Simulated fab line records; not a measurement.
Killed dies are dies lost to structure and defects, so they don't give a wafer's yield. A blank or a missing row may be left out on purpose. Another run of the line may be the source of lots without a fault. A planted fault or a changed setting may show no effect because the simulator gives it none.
fab line records ; flow berkeley_cmos170
record lots=7; wafers=21; last_day=11
route steps=331 shown M1@253 V1@254
lots with no fault: from the same line, run without faults
start_h: the number of hours between the record's first day and the start of the first shown wafer of the lot ; wait_h: hours elapsed since this lot's preceding step ; " the same as in the row above ; L1.1+2: a row that stands for several wafers ; - value missing, or start not given ; * or withheld: withheld ; < > ~ a bound
route shown NAME@n: NAME is a module with steps in the file, n the number in the route of the first one ; usual: the fault-free wafers' mean and standard deviation ; same: alike in all rows ; chamber/n: place in a boat ; sites: readings site by site ; _std_site: standard deviation across them ; _edge_site: mean of outer sites minus mean of inner sites ; radius_mm: for every site, how far away it sits from the centre of the wafer ; mask NAME#n: copy n ; behind: the tool/chamber that last shaped the wafer ; hold: why the lot was held/for how many hours/how that ended ; device: names the non-switching transistor (n, p or np) ; end of line: the route-end tests of the same wafers ; a step given without rows: its recipe and nothing more ; killed: dies that structure and defects cost at the first sort, which is not the same as the wafer's yield ; map: a wafer's dies, marking killed ones x, the rest . and places with no die _
set.NAME: setting as actually run; set.NAME@STEP: the setting as run at that earlier step ; model.NAME: the simulator's own value behind a step, which no gauge read
a table for each step, a row for each wafer; lots at some steps of the route
services: the hour from which a tool's chamber was out of use, counted from the record's first day as start_h (under 0 if before that day), plus the number of hours and why
## steps
# step UCB170_M1_ANNEAL_14
# recipe temp_c=400; time_s=1200; ambient=forming_gas
# step UCB170_V1_CVD_00
# recipe material=SiO2; target_thk_nm=2000; temp_c=390; precursor=TEOS/O2; time_s=250; rf_w=550; pressure_mtorr=9000
# usual heater_power_w=268/50; pressure_mtorr=9001/15
lot.wafer;tool;chamber;start_h;wait_h;heater_power_w;pressure_mtorr
L907.2;pecvd-02;0;183.36;0.0;345;8999
L907.4;pecvd-02;1;183.36;0.0;191;9007
L907.6;pecvd-02;0;183.36;0.0;261;9008
L909.1;pecvd-01;2;204.51;0.0;289;8965
L909.2;pecvd-01;1;204.51;0.0;334;9003
L909.5;pecvd-01;1;204.51;0.0;273;9001
L915.2;pecvd-04;0;230.21;0.0;254;8976
L915.3;pecvd-04;1;230.21;0.0;325;8985
L915.6;pecvd-04;2;230.21;0.0;228;8989
L916.1;pecvd-01;2;230.21;0.0;234;9012
L916.3;pecvd-01;1;230.21;0.0;359;9006
L916.4;pecvd-01;2;230.21;0.0;290;9028
L917.2;pecvd-02;2;230.21;0.0;234;8984
L917.4;pecvd-02;0;230.21;0.0;342;8989
L917.5;pecvd-02;2;230.21;0.0;284;9011
L921.1;pecvd-04;1;252.77;0.2;342;9011
L921.4;pecvd-04;0;252.77;0.2;221;9007
L921.6;pecvd-04;2;252.77;0.2;229;9019
L922.3;pecvd-04;2;252.92;0.3;281;9014
L922.4;pecvd-04;1;252.92;0.3;244;9038
L922.5;pecvd-04;0;252.92;0.3;312;9022
# step UCB170_V1_THK_MEAS_01
# recipe reads=SiO2_of_V1_CVD_00
# usual V1_TEOS_THK=2003/25
lot.wafer;tool;chamber;start_h;wait_h;V1_TEOS_THK[nm]
L907.2;film_metro-04;-;183.53;0.1;1964
L907.4;film_metro-04;-;183.53;0.1;2037
L907.6;film_metro-04;-;183.53;0.1;2015
L909.1;film_metro-04;-;204.67;0.1;1990
L909.2;film_metro-04;-;204.67;0.1;2002
L909.5;film_metro-04;-;204.67;0.1;2033
L916.1;film_metro-01;-;230.36;0.1;2015
L916.3;film_metro-01;-;230.36;0.1;1978
L916.4;film_metro-01;-;230.36;0.1;2049
L915.2;film_metro-03;-;230.37;0.1;1985
L915.3;film_metro-03;-;230.37;0.1;1987
L915.6;film_metro-03;-;230.37;0.1;2038
L917.2;film_metro-04;-;230.37;0.1;1991
L917.4;film_metro-04;-;230.37;0.1;2003
L917.5;film_metro-04;-;230.37;0.1;2034
L921.1;film_metro-04;-;252.92;0.1;2006
L921.4;film_metro-04;-;252.92;0.1;2058
L921.6;film_metro-04;-;252.92;0.1;2025
L922.3;film_metro-01;-;253.10;0.1;2009
L922.4;film_metro-01;-;253.10;0.1;2011
L922.5;film_metro-01;-;253.10;0.1;2025
# step UCB170_V1_CMP_02
# recipe material=SiO2; down_force_psi=6; platen_rpm=60; pad_velocity_m_s=0.75398
# usual motor_current_A=16.0/1.4
lot.wafer;tool;chamber;start_h;wait_h;motor_current_A
L907.4;cmp-01;2;183.68;0.1;15.2
L907.2;cmp-01;3;183.68;0.1;16.2
L907.6;cmp-01;1;183.68;0.1;15.6
L909.2;cmp-01;3;204.73;0.0;16.2
L909.1;cmp-01;2;204.73;0.0;15.2
L909.5;cmp-01;0;204.73;0.0;14.2
L915.3;cmp-02;3;230.42;0.0;16.4
L915.2;cmp-02;2;230.42;0.0;18.0
L915.6;cmp-02;3;230.42;0.0;15.7
L916.3;cmp-01;3;230.42;0.0;17.4
L916.4;cmp-01;0;230.42;0.0;15.2
L916.1;cmp-01;1;230.42;0.0;15.6
L917.2;cmp-02;3;230.72;0.3;16.1
L917.4;cmp-02;2;230.72;0.3;15.7
L917.5;cmp-02;3;230.72;0.3;16.1
L921.1;cmp-02;2;253.23;0.3;18.2
L921.4;cmp-02;3;253.23;0.3;16.2
L921.6;cmp-02;0;253.23;0.3;17.9
L922.3;cmp-02;0;253.48;0.4;19.4
L922.4;cmp-02;1;253.48;0.4;14.4
L922.5;cmp-02;3;253.48;0.4;15.5
# step UCB170_V1_BOW_MEAS_03
# recipe mode=bow
# usual V1_BOW=19/7.4
lot.wafer;tool;chamber;start_h;wait_h;V1_BOW[um]
L907.2;film_metro-01;-;183.90;0.1;11
L907.4;film_metro-01;-;183.90;0.1;-2
L907.6;film_metro-01;-;183.90;0.1;17
L909.1;film_metro-04;-;205.03;0.1;15
L909.2;film_metro-04;-;205.03;0.1;9
L909.5;film_metro-04;-;205.03;0.1;12
L916.1;film_metro-04;-;230.72;0.2;30
L916.3;film_metro-04;-;230.72;0.2;24
L916.4;film_metro-04;-;230.72;0.2;12
L915.2;film_metro-01;-;230.74;0.1;24
L915.3;film_metro-01;-;230.74;0.1;23
L915.6;film_metro-01;-;230.74;0.1;19
L917.2;film_metro-03;-;231.04;0.3;13
L917.4;film_metro-03;-;231.04;0.3;9
L917.5;film_metro-03;-;231.04;0.3;19
L921.1;film_metro-01;-;253.43;0.1;21
L921.4;film_metro-01;-;253.43;0.1;27
L921.6;film_metro-01;-;253.43;0.1;34
L922.3;film_metro-03;-;253.77;0.2;11
L922.4;film_metro-03;-;253.77;0.2;10
L922.5;film_metro-03;-;253.77;0.2;21
# step UCB170_V1_THK_MEAS_04
# recipe reads=SiO2_of_V1_CVD_00
# usual V1_POLISHED_THK=1000.8/1.2
lot.wafer;tool;chamber;start_h;wait_h;V1_POLISHED_THK[nm]
L907.2;film_metro-01;-;184.01;0.1;998.5
L907.4;film_metro-01;-;184.01;0.1;1000.7
L907.6;film_metro-01;-;184.01;0.1;1001.5
L909.1;film_metro-04;-;205.15;0.1;1001.7
L909.2;film_metro-04;-;205.15;0.1;1000.0
L909.5;film_metro-04;-;205.15;0.1;1000.7
L916.1;film_metro-04;-;230.84;0.1;1001.5
L916.3;film_metro-04;-;230.84;0.1;1001.9
L916.4;film_metro-04;-;230.84;0.1;1001.4
L915.2;film_metro-01;-;230.85;0.1;1001.3
L915.3;film_metro-01;-;230.85;0.1;1000.4
L915.6;film_metro-01;-;230.85;0.1;1002.4
L917.2;film_metro-03;-;231.15;0.1;1000.3
L917.4;film_metro-03;-;231.15;0.1;1000.0
L917.5;film_metro-03;-;231.15;0.1;999.8
L921.1;film_metro-01;-;253.55;0.1;1002.4
L921.4;film_metro-01;-;253.55;0.1;1001.6
L921.6;film_metro-01;-;253.55;0.1;1002.3
L922.3;film_metro-03;-;253.87;0.1;1002.2
L922.4;film_metro-03;-;253.87;0.1;1001.9
L922.5;film_metro-03;-;253.87;0.1;1001.7
# step UCB170_V1_CLEAN_05
# recipe chemistry=DIW
# step UCB170_V1_HMDS_06
# recipe prime_time_s=60; prime_temp_c=100
# step UCB170_V1_COAT_07
# recipe resist=KrF; spin_rpm=1500; resist_thk_nm=900
# step UCB170_V1_SOFTBAKE_08
# recipe resist=KrF; temp_c=130; time_s=60
# step UCB170_V1_EXPOSE_09
# recipe mask_id=VIA1; target_cd_nm=700; na=0.5; sigma_outer=0.6; source_shape=conventional; dose_mj=37
# step UCB170_V1_PEB_10
# recipe peb_temp_c=130; peb_time_s=withheld; resist=KrF
# usual plate_sensor_t_centre_C=131.41/0.0093; plate_sensor_t_edge_C=131.53/0.01
lot.wafer;tool;chamber;start_h;wait_h;plate_sensor_t_centre_C;plate_sensor_t_edge_C
L907.2;litho_track-02;0;184.96;0.1;131.42;131.53
L907.4;litho_track-02;0;184.96;0.1;131.4;131.54
L907.6;litho_track-02;0;184.96;0.1;131.4;131.53
L909.1;litho_track-03;0;206.38;0.5;131.41;131.53
L909.2;litho_track-03;0;206.38;0.5;131.39;131.53
L909.5;litho_track-03;0;206.38;0.5;131.41;131.53
L916.1;litho_track-03;0;232.81;0.6;131.42;131.52
L916.3;litho_track-03;0;232.81;0.6;131.41;131.53
L916.4;litho_track-03;0;232.81;0.6;131.42;131.53
L917.2;litho_track-02;0;232.96;0.4;131.39;131.53
L917.4;litho_track-02;0;232.96;0.4;131.41;131.52
L917.5;litho_track-02;0;232.96;0.4;131.42;131.53
L915.2;litho_track-03;0;233.11;0.3;131.43;131.53
L915.3;litho_track-03;0;233.11;0.3;131.42;131.53
L915.6;litho_track-03;0;233.11;0.3;131.42;131.52
L921.1;litho_track-03;0;255.37;0.5;131.39;131.52
L921.4;litho_track-03;0;255.37;0.5;131.39;131.53
L921.6;litho_track-03;0;255.37;0.5;131.39;131.52
L922.3;litho_track-02;0;255.92;0.7;131.41;131.53
L922.4;litho_track-02;0;255.92;0.7;131.4;131.52
L922.5;litho_track-02;0;255.92;0.7;131.42;131.51
# step UCB170_V1_DEVELOP_11
# recipe developer=TMAH; develop_time_s=45; resist=KrF; dev_temp_c=21
# usual chill_plate_temp_C=23.02/0.1; develop_time_s=45/0
lot.wafer;tool;chamber;start_h;wait_h;chill_plate_temp_C;develop_time_s;model.KrF_of_V1_COAT_07.thk_nm
L907.2;litho_track-02;0;185;-;22.98;45;883.3
L907.4;litho_track-02;0;185;-;23.02;45;882.8
L907.6;litho_track-02;0;185;-;23.09;45;883.3
L909.1;litho_track-03;0;206;-;22.95;45;886.3
L909.2;litho_track-03;0;206;-;23.13;45;888.4
L909.5;litho_track-03;0;206;-;23.04;45;886.7
L916.1;litho_track-03;-;232;-;-;-;897.9
L916.3;litho_track-03;-;233;-;-;-;898.4
L916.4;litho_track-03;-;233;-;-;-;897.6
L917.2;litho_track-02;-;233;-;-;-;896.3
L917.4;litho_track-02;-;233;-;-;-;897.8
L917.5;litho_track-02;-;233;-;-;-;896.4
L915.2;litho_track-03;-;233;-;-;-;901.1
L915.3;litho_track-03;-;233;-;-;-;903.3
L915.6;litho_track-03;-;233;-;-;-;902.6
L921.1;litho_track-03;0;255;-;23.05;45;888.5
L921.4;litho_track-03;0;255;-;22.94;45;886.6
L921.6;litho_track-03;0;255;-;22.96;45;887.8
L922.3;litho_track-02;0;256;-;23.14;45;885.4
L922.4;litho_track-02;0;256;-;22.89;45;883.3
L922.5;litho_track-02;0;256;-;23.08;45;884.9
# step UCB170_V1_CD_MEAS_12
# recipe target_cd_nm=700
# usual cd_nm=699.7/1.4
lot.wafer;tool;chamber;start_h;wait_h;cd_nm
L907.2;cd_sem-01;-;185.23;-;699.1
L907.4;cd_sem-01;-;185.23;-;700.3
L907.6;cd_sem-01;-;185.23;-;699.7
L909.1;cd_sem-02;-;206.66;-;700.5
L909.2;cd_sem-02;-;206.66;-;699.6
L909.5;cd_sem-02;-;206.66;-;698.7
L916.1;cd_sem-01;-;233.09;-;-
L916.3;cd_sem-01;-;233.09;-;-
L916.4;cd_sem-01;-;233.09;-;-
L917.2;cd_sem-02;-;233.23;-;-
L917.4;cd_sem-02;-;233.23;-;-
L917.5;cd_sem-02;-;233.23;-;-
L915.2;cd_sem-01;-;233.38;-;-
L915.3;cd_sem-01;-;233.38;-;-
L915.6;cd_sem-01;-;233.38;-;-
L921.1;cd_sem-01;-;255.72;-;700.1
L921.4;cd_sem-01;-;255.72;-;698.8
L921.6;cd_sem-01;-;255.72;-;699.6
L922.3;cd_sem-01;-;256.19;-;700.1
L922.4;cd_sem-01;-;256.19;-;699.8
L922.5;cd_sem-01;-;256.19;-;700.2
## services
tool;chamber;start_h;hours;kind
cmp-01;-;198.42;1.2;repair
pecvd-04;0;221.81;6.5;repair
pecvd-02;0;222.07;5.1;repair
cmp-01;-;232.00;4.0;pm
cmp-01;-;236.00;-;consumable_replace:conditioner
cmp-01;-;236.00;-;consumable_replace:pad
pecvd-02;-;242.50;14.0;pm
pecvd-02;0;242.50;14.0;vent_cycle
pecvd-02;1;242.50;14.0;vent_cycle
pecvd-02;2;242.50;14.0;vent_cycle
## key
first_sign step=UCB170_V1_DEVELOP_11; reading=tool_record; direction=missing
effect none on later readings
model_effect step=UCB170_V1_DEVELOP_11; value=KrF_of_V1_COAT_07.thk_nm; without=884.8; struck=899
met_at UCB170_V1_DEVELOP_11
struck_wafers L915.2,L915.3,L915.6,L916.1,L916.3,L916.4,L917.2,L917.4,L917.5
later_rows_left_out L915.2,L915.3,L915.6,L916.1,L916.3,L916.4,L917.2,L917.4,L917.5
sort_left_out L915.2,L915.3,L915.6,L916.1,L916.3,L916.4,L917.2,L917.4,L917.5
onset_between 206 232
fault kind=skipped_step_whole; tool=litho_track-02,litho_track-03; chamber=-; onset_h=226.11; steps=UCB170_V1_DEVELOP_11; scope=struck_lots_only
# sort_left_out: the simulated sort isn't trusted on such a fault, so these wafers' sort isn't shown, and their yield isn't known
# later_rows_left_out: the simulator's readings of these wafers behind a module that went badly wrong aren't trusted and aren't shown, but for the sort
